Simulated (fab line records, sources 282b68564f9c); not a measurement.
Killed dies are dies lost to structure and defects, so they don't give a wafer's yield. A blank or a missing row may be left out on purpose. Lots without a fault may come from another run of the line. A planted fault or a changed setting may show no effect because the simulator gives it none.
Which tool did it? | flow rit_cmos | 14 lots, 42 wafers sampled, at 2 steps of a route of 202

WHAT THE GAUGES READ, wafer by wafer
The record holds no reading of a measuring or inspecting step that can be judged against a usual standard deviation.

WHICH TOOL RAN EACH LOT (tool, then ch and the chambers of the sampled wafers, then the start)
lot  | RIT_PLDD_IMPLANT_08             | RIT_M1_PROBE_99
L725 | implanter-02 ch 0, day 3 12:18  | -
L726 | implanter-01 ch 0, day 3 19:20  | -
L727 | implanter-03 ch 0, day 4 02:10  | -
L731 | implanter-02 ch 0, day 4 17:33  | prober-01, day 5 07:20
L732 | implanter-01 ch 0, day 5 08:13  | -
L736 | implanter-01 ch 0, day 5 23:05  | -
L738 | implanter-01 ch 0, day 6 06:38  | -
L739 | implanter-02 ch 0, day 6 14:15  | -
L741 | implanter-02 ch 0, day 6 20:03  | -
L742 | implanter-02 ch 0, day 6 23:07  | -
L743 | implanter-03 ch 0, day 7 04:57  | -
L744 | implanter-02 ch 0, day 7 10:21  | -
L746 | implanter-03 ch 0, day 7 15:51  | -
L745 | implanter-03 ch 0, day 19 02:46 | -
- RIT_PLDD_IMPLANT_08
- RIT_M1_PROBE_99

WHAT THE TOOLS THEMSELVES READ (means of the sampled wafers that have a number; where no wafer has one, the mark that the record gives instead)
RIT_PLDD_IMPLANT_08. Usual: beam_energy_keV 20.000, standard deviation 0.0063; beam_on_s 10.00 s, standard deviation 0.18; tilt_deg 7.001 degrees, standard deviation 0.019.
lot  | tool         | beam_energy_keV | beam_on_s (s) | tilt_deg (degrees) | flag
L725 | implanter-02 | 20.014          | 10.08         | 7.018              |
L726 | implanter-01 | 19.994          | 10.00         | 6.976              |
L727 | implanter-03 | 20.006          | 9.85          | 7.040              |
L731 | implanter-02 | 19.999          | 10.03         | 6.994              |
L732 | implanter-01 | 20.005          | 9.99          | 7.005              |
L736 | implanter-01 | 20.188          | 10.14         | 7.010              | OFF
L738 | implanter-01 | 20.184          | 9.83          | 6.997              | OFF
L739 | implanter-02 | 19.996          | 10.01         | 6.994              |
L741 | implanter-02 | 20.003          | 10.05         | 6.995              |
L742 | implanter-02 | 20.000          | 9.94          | 7.002              |
L743 | implanter-03 | 19.997          | 10.17         | 6.998              |
L744 | implanter-02 | 19.994          | 10.02         | 7.014              |
L746 | implanter-03 | 19.997          | 10.02         | 6.989              |
L745 | implanter-03 | 20.003          | 10.14         | 6.993              |

RIT_M1_PROBE_99. Usual: killed_at_contacts 0.1, standard deviation 0.27; killed_at_front_end 6, standard deviation 3; killed_dies 7, standard deviation 3; killed_open 3.1, standard deviation 2; killed_short 3.4, standard deviation 2.
lot  | tool      | killed_at_contacts | killed_at_front_end | killed_dies | killed_open | killed_short | flag
L731 | prober-01 | 0.0                | 8                   | 8           | 3.3         | 4.3          |

THE ANSWER, worked out from the rows above alone
Rule: a lot is off if the mean of its wafers that have a number lies more than 3 standard deviations from the usual mean. A lot without any number at a reading at which 4 lots or more have one is off too. The other lots that the step has rows for count as sound. The gauges are gone through in route order, then the tools' own readings, and for those a lot's mean is taken as printed above. The first step at which some lot is off is used, and at that step the reading that is off furthest; a lot without a number counts as furthest.
Off: L736, L738, at RIT_PLDD_IMPLANT_08 (beam_energy_keV).
A tool fits if, at that step or a process step before it, it ran every lot that is off, and no sound lot after the first of them. One fits: implanter-01 at RIT_PLDD_IMPLANT_08. Its last sound lot is L732 (day 5 08:13), its first lot that is off L736 (day 5 23:05): a fault that began between those two fits.
The tool's own readings at RIT_PLDD_IMPLANT_08 bear it out: on the lots that are off they differ by more than 5 times the standard deviation of the sound lots' means. beam_energy_keV reads 20.186 there against 20.001 on the sound lots.

WHAT THE SIMULATOR HAD PUT IN
Process parameter drift: implanter-01, from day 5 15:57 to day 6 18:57, at RIT_PLDD_IMPLANT_08. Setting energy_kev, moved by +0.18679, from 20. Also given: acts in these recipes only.
Lots struck among those shown: L736, L738. The rule above found the same.
